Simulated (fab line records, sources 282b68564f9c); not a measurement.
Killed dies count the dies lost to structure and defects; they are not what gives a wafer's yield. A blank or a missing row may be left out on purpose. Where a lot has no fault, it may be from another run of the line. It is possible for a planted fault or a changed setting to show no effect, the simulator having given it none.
Struck lot and sound lot, side by side + flow rit_cmos + 17 steps out of a route of 202
Sound: wafers L958.1, L958.3, L958.5. Struck: wafers L972.1, L972.2, L972.4. The cause is given at the end.
At each step with rows: each side's tool, then ch and its chambers, then its first start. Under that, the readings that differ: sound wafers + struck wafers + difference of the means + sigmas: that difference in standard deviations of wafers without a fault.
alike: words and numbers the same on both sides, and readings whose means are apart by under 2 such deviations; not compared: readings that were withheld, readings missing a value for some wafer, numbers with overlapping values and no deviation given by the record, and bounds like >300 which may hide the same value.
The two part at a step that has a row with sigmas, a row that says differs or no value, or rows on one side only. Non-overlapping numbers with no deviation appear without sigmas and do not part them. A reading that every wafer of one side lacks parts them only if that side has two wafers or more.

RIT_PWELL_TW_MEAS_10:
  sound on film_metro-04, day 2 17:28; struck on film_metro-03, day 5 13:55
  alike: PWELL_TW
then, 1 step without rows for these wafers: RIT_WELLDRIVE_ANNEAL_00 (time 14700 s).
RIT_WELLDRIVE_RS_MEAS_01: measures by four-point-probe.
  sound on film_metro-02, day 2 22:37; struck on film_metro-03, day 5 21:07
  alike: NWELL_RS
RIT_WELLDRIVE_RS_MEAS_02: measures by four-point-probe.
  sound on film_metro-02, day 2 22:44; struck on film_metro-03, day 5 21:14
  alike: PWELL_RS
then, 6 steps without rows for these wafers: RIT_NRETRO_HMDS_00 (prime time 60 s); RIT_NRETRO_COAT_01 (resist thk 1300 nm); RIT_NRETRO_SOFTBAKE_02 (time 60 s); RIT_NRETRO_EXPOSE_03 (exposes mask M4, target cd 43900 nm); RIT_NRETRO_PEB_04; RIT_NRETRO_DEVELOP_05 (develop time 68 s).
RIT_NRETRO_OVL_MEAS_06:
  sound on overlay-01, day 3 00:20; struck on overlay-02, day 5 22:21
  alike: NRETRO_OVL
then, 1 step without rows for these wafers: RIT_NRETRO_HARDBAKE_07 (time 120 s).
RIT_NRETRO_IMPLANT_08:
  sound on implanter-03 ch 0, day 3 00:37; struck on implanter-03 ch 0, day 5 22:38
| reading            | sound                         | struck                      | difference | sigmas |
|--------------------|-------------------------------|-----------------------------|------------|--------|
| dose_ions_cm2      | 9.976e+12 9.996e+12 9.984e+12 | 8.782e+12 8.818e+12 8.8e+12 | -1.185e+12 | -99    |
| faraday_current_uA | 31.1 31.3 31.2                | 28.4 28.3 27.8              | -3.0       | -5     |
  alike: end_station_pressure_torr
RIT_NRETRO_STRIP_09: strips in O2, time 180 s.
  sound on plasma_asher-02 ch 0,1, day 3 00:46; struck on plasma_asher-01 ch 0,1, day 5 22:47
  alike: chamber_pressure_mTorr, drypump_motor_current_A
  not compared: rf_hours_counter_h
RIT_NRETRO_TW_MEAS_10:
  sound on film_metro-03, day 3 00:56; struck on film_metro-02, day 5 22:58
| reading   | sound          | struck         | difference | sigmas |
|-----------|----------------|----------------|------------|--------|
| NRETRO_TW | 1054 1054 1057 | 1014 1011 1012 | -43        | -5     |
then, 1 step without rows for these wafers: RIT_PRETRO_HMDS_00 (prime time 60 s).
RIT_M1_PROBE_99:
  sound on prober-01, day 4 08:12; struck on prober-01, day 7 03:49
| reading                             | sound                   | struck                  | difference | sigmas |
|-------------------------------------|-------------------------|-------------------------|------------|--------|
| killed_at_M0_to_M3                  | 0 2 0                   | 0 0 0                   | -1         | -3     |
| killed_at_front_end                 | 13 11 11                | 4 3 1                   | -9         | -3     |
| killed_dies                         | 14 13 11                | 4 3 1                   | -10        | -3     |
| killed_open                         | 7 5 5                   | 2 1 0                   | -5         | -2     |
| killed_short                        | 6 7 6                   | 2 2 1                   | -5         | -2     |
| model.etest.cap_p_gate.c_min_ff_um2 | 2.334 2.335 2.333       | 2.276 2.274 2.282       | -0.057     |        |
| model.etest.pmos_narrow.vt_v (V)    | -0.4854 -0.4833 -0.4911 | -0.4752 -0.4702 -0.4736 | +0.0136    |        |
| model.etest.pmos_0p3.vt_sat_v (V)   | -0.4843 -0.4797 -0.4919 | -0.4723 -0.4704 -0.4728 | +0.0135    |        |
  alike: killed_at_contacts

## WHERE THEY PART
Last at RIT_M1_PROBE_99 as far as this record goes, first at RIT_NRETRO_IMPLANT_08.

WHY: the cause the simulator had injected
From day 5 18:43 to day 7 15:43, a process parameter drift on implanter-03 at RIT_NRETRO_IMPLANT_08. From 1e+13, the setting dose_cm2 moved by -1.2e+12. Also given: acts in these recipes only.
